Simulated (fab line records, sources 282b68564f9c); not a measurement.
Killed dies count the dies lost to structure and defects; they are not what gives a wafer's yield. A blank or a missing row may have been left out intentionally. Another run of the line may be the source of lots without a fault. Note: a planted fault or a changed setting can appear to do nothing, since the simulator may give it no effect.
Which tool was responsible? ; flow rit_cmos ; Sampling: 13 lots, 39 wafers, 5 of 202 route steps

WHAT THE GAUGES SHOWED, per wafer
RIT_ACTIVE_CD_MEAS_11: the cd target is 1400 nm. Usual: cd_nm 1400.2 nm, standard deviation 2.
lot;measured;on;cd_nm (nm);flag
L387;day 1 15:09;cd_sem-01;1399.6 1399.8 1401.7;
L388;day 1 19:40;cd_sem-01;1397.7 1397.9 1399.9;
L389;day 2 02:26;cd_sem-01;1400.9 1401.8 1401.1;
L391;day 2 10:32;cd_sem-02;1400.5 1401.7 1401.1;
L392;day 2 15:38;cd_sem-01;1402.1 1398.9 1399.6;
L394;day 3 01:26;cd_sem-01;1400.8 1404.0 1403.7;
L395;day 3 09:39;cd_sem-01;1400.8 1400.3 1397.9;
L396;day 3 15:16;cd_sem-01;1397.4 1398.5 1395.3;
L397;day 3 16:49;cd_sem-01;1400.6 1399.7 1400.4;
L398;day 3 21:59;cd_sem-01;1396.0 1397.1 1400.2;
L400;day 4 09:32;cd_sem-01;1401.2 1399.0 1398.4;
L402;day 4 17:53;cd_sem-01;1401.1 1401.1 1400.7;
L407;day 5 19:25;cd_sem-01;1377.6 1371.8 1389.9;OFF

RIT_FOX2_THK_MEAS_01. Usual: FOX2_OXIDE_THK gives 350 nm (standard deviation 5.6).
lot;measured;on;FOX2_OXIDE_THK (nm);flag
L387;day 1 20:05;film_metro-02;354 355 352;
L388;day 2 01:56;film_metro-03;348 346 344;
L389;day 2 06:56;film_metro-03;343 343 345;
L391;day 2 15:04;film_metro-04;343 337 342;
L392;day 2 21:53;film_metro-03;345 344 349;
L394;day 3 07:46;film_metro-03;361 356 354;
L395;day 3 14:25;film_metro-04;349 346 346;
L396;day 3 19:09;film_metro-04;351 347 352;
L397;day 3 20:53;film_metro-04;349 348 351;
L398;day 4 01:51;film_metro-02;348 344 345;
L400;day 4 13:25;film_metro-03;350 348 354;
L402;day 4 23:03;film_metro-02;353 350 354;
L407;day 5 23:39;film_metro-04;350 353 359;

RIT_FOX2_THK_MEAS_90. Usual: FIELD_OXIDE_LEFT_1_THK gives 323 nm (standard deviation 5.6).
lot;measured;on;FIELD_OXIDE_LEFT_1_THK (nm);flag
L387;day 1 21:03;film_metro-03;327 327 324;
L388;day 2 03:38;film_metro-04;321 318 317;
L389;day 2 08:34;film_metro-04;316 315 318;
L391;day 2 15:57;film_metro-02;316 310 315;
L392;day 2 22:46;film_metro-03;317 317 322;
L394;day 3 08:38;film_metro-04;334 329 327;
L395;day 3 15:17;film_metro-04;321 318 318;
L396;day 3 20:02;film_metro-04;324 319 325;
L397;day 3 21:46;film_metro-04;322 321 324;
L398;day 4 02:43;film_metro-03;322 318 318;
L400;day 4 14:18;film_metro-02;322 321 327;
L402;day 4 23:56;film_metro-03;326 323 327;
L407;day 6 00:31;film_metro-02;324 326 332;

RIT_SPACER_THK_MEAS_04. Usual: SPACER_NITRIDE_THK gives 249.2 nm (standard deviation 2.5).
lot;measured;on;SPACER_NITRIDE_THK (nm);flag
L387;day 3 04:04;film_metro-04;248.8 245.3 246.8;
L388;day 3 11:29;film_metro-04;249.4 250.4 250.2;
L389;day 3 15:03;film_metro-03;250.6 251.5 248.9;
L391;day 3 23:11;film_metro-01;248.4 248.8 247.4;
L392;day 4 03:32;film_metro-03;249.2 249.5 249.7;
L394;day 4 10:29;film_metro-04;250.3 249.7 252.4;
L395;day 4 20:53;film_metro-04;246.9 249.1 249.3;
L396;day 5 00:11;film_metro-04;250.7 251.0 249.3;
L397;day 5 02:07;film_metro-03;250.6 250.2 250.4;
L398;day 5 06:58;film_metro-03;249.5 248.0 248.9;
L400;day 5 20:30;film_metro-04;246.8 245.8 247.7;
L402;day 6 05:50;film_metro-03;252.5 250.3 252.3;
L407;day 7 03:33;film_metro-04;256.2 254.9 255.4;

EACH LOT AND THE TOOL THAT RAN IT (in order: tool; ch and the chambers of the sampled wafers; start)
lot;RIT_ACTIVE_EXPOSE_08
L387;iline_stepper-01 ch 0, day 1 14:45
L388;iline_stepper-01 ch 0, day 1 19:16
L389;iline_stepper-02 ch 0, day 2 02:02
L391;iline_stepper-02 ch 0, day 2 10:08
L392;iline_stepper-02 ch 0, day 2 15:14
L394;iline_stepper-02 ch 0, day 3 01:02
L395;iline_stepper-01 ch 0, day 3 09:15
L396;iline_stepper-01 ch 0, day 3 14:52
L397;iline_stepper-02 ch 0, day 3 16:25
L398;iline_stepper-02 ch 0, day 3 21:35
L400;iline_stepper-02 ch 0, day 4 09:04
L402;iline_stepper-01 ch 0, day 4 17:29
L407;iline_stepper-01 ch 0, day 5 19:01
- RIT_ACTIVE_EXPOSE_08: exposes mask M1, target cd 1400 nm.

WHAT THE TOOLS THEMSELVES READ (means of the sampled wafers that have a number; where no wafer has one, the mark that the record gives instead)
RIT_ACTIVE_EXPOSE_08. Usual: exposure_dose_mJ_cm2 224.90, standard deviation 0.22.
lot;tool;exposure_dose_mJ_cm2;flag
L387;iline_stepper-01;225.30;
L388;iline_stepper-01;224.88;
L389;iline_stepper-02;224.72;
L391;iline_stepper-02;225.03;
L392;iline_stepper-02;224.98;
L394;iline_stepper-02;224.64;
L395;iline_stepper-01;225.05;
L396;iline_stepper-01;224.99;
L397;iline_stepper-02;224.87;
L398;iline_stepper-02;224.69;
L400;iline_stepper-02;224.58;
L402;iline_stepper-01;225.00;
L407;iline_stepper-01;221.68;OFF

THE ANSWER, worked out from the rows above alone
Rule: a lot counts as off when the mean over its wafers that have a number is more than 3 standard deviations away from the usual mean. A lot without any number at a reading at which 4 lots or more have one is off too. The other lots that the step has rows for count as sound. The gauges are gone through in route order, then the tools' own readings, and for those a lot's mean is taken as printed above. At the first step where some lot is off, the reading lying furthest off is the one used; lots without a number count as furthest.
Off: L407, at RIT_ACTIVE_CD_MEAS_11 (cd_nm).
A tool fits if, at a process step before that reading, it ran every lot that is off, and no sound lot after the first of them. Not tried: the gauges at RIT_ACTIVE_CD_MEAS_11; whatever is off there is also off at RIT_ACTIVE_EXPOSE_08, on other tools, and gauge error can't account for it. One candidate fits, namely iline_stepper-01 at RIT_ACTIVE_EXPOSE_08. Its last sound lot is L402 (day 4 17:29), its first lot that is off L407 (day 5 19:01): a fault that began between those two fits.
The tool's own readings at RIT_ACTIVE_EXPOSE_08 bear it out: on the lots that are off they differ by more than 5 times the standard deviation of the sound lots' means. exposure_dose_mJ_cm2 reads 221.68 there against 224.89 on the sound lots.

WHAT HAD BEEN PUT IN BY THE SIMULATOR
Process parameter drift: iline_stepper-01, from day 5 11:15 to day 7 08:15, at RIT_ACTIVE_EXPOSE_08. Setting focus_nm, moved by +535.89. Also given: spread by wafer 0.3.
Struck lots among those shown: L407. The same result came from the rule above.
